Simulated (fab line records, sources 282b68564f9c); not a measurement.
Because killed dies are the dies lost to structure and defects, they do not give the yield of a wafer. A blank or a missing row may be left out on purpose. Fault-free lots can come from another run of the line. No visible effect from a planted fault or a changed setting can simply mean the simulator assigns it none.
The tool behind it: which one?	flow rit-cmos	Sampling: 7 lots, 21 wafers, 2 of 202 route steps

WHAT THE GAUGES READ, wafer by wafer
RIT_SDANNEAL_RS_MEAS_04: the measuring method here is four-point-probe.
lot	measured	on	PSD_RS (ohm/sq)
L862	day 4 04:58	film-metro-04	115.62 115.50 115.09
L864	day 4 13:10	film-metro-02	115.90 115.73 115.69
L866	day 4 21:56	film-metro-01	115.71 116.10 115.91
L869	day 5 11:25	film-metro-02	72.44 72.75 72.45
L874	day 6 13:39	film-metro-01	115.77 115.65 115.65
L878	day 7 09:43	film-metro-02	116.30 115.38 115.62
L882	day 8 05:56	film-metro-01	115.58 115.63 115.53

EACH LOT AND THE TOOL THAT RAN IT (in order: tool; ch and the chambers of the sampled wafers; start)
lot	RIT_SDANNEAL_RTA_03
L862	rtp-anneal-02 ch 0, day 4 04:54
L864	rtp-anneal-02 ch 0, day 4 13:07
L866	rtp-anneal-02 ch 0, day 4 21:53
L869	rtp-anneal-01 ch 0, day 5 11:20
L874	rtp-anneal-02 ch 0, day 6 13:35
L878	rtp-anneal-02 ch 0, day 7 09:40
L882	rtp-anneal-02 ch 0, day 8 05:52
- RIT_SDANNEAL_RTA_03: time 5 s.

THE ANSWER, worked out from the rows above alone
Rule: the usual values come from the lots themselves. Put in order of their means at a reading, lots are off if they are a third of the lots or fewer, leave a main group of 4 or more, and stand apart from it by a gap of 3 or more times the standard deviation of the main group's means; of several such gaps the widest counts. A main group is skipped when, at the precision printed for the reading in the tables above, its means are all equal. A lot without any number at a reading at which 4 lots or more have one is off too. All remaining lots with rows at the step are treated as sound.
Off: at RIT_SDANNEAL_RS_MEAS_04 (PSD_RS), L869. For the main group the mean is 115.69 ohm/sq and the standard deviation 0.16.
A tool fits if, at a process step before that reading, it ran every lot that is off, and no sound lot after the first of them. Those tools and the gauges at RIT_SDANNEAL_RS_MEAS_04 are tried in the same way. One fits: rtp-anneal-01 at RIT_SDANNEAL_RTA_03. It ran no sound lot before its first lot that is off in this sample, so the start can't be narrowed down.

WHAT THE SIMULATOR HAD INSERTED
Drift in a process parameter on rtp-anneal-01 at RIT_SDANNEAL_RTA_03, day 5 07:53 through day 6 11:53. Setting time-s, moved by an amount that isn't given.
Shown lots that were struck: L869. The rule above reached the same finding.
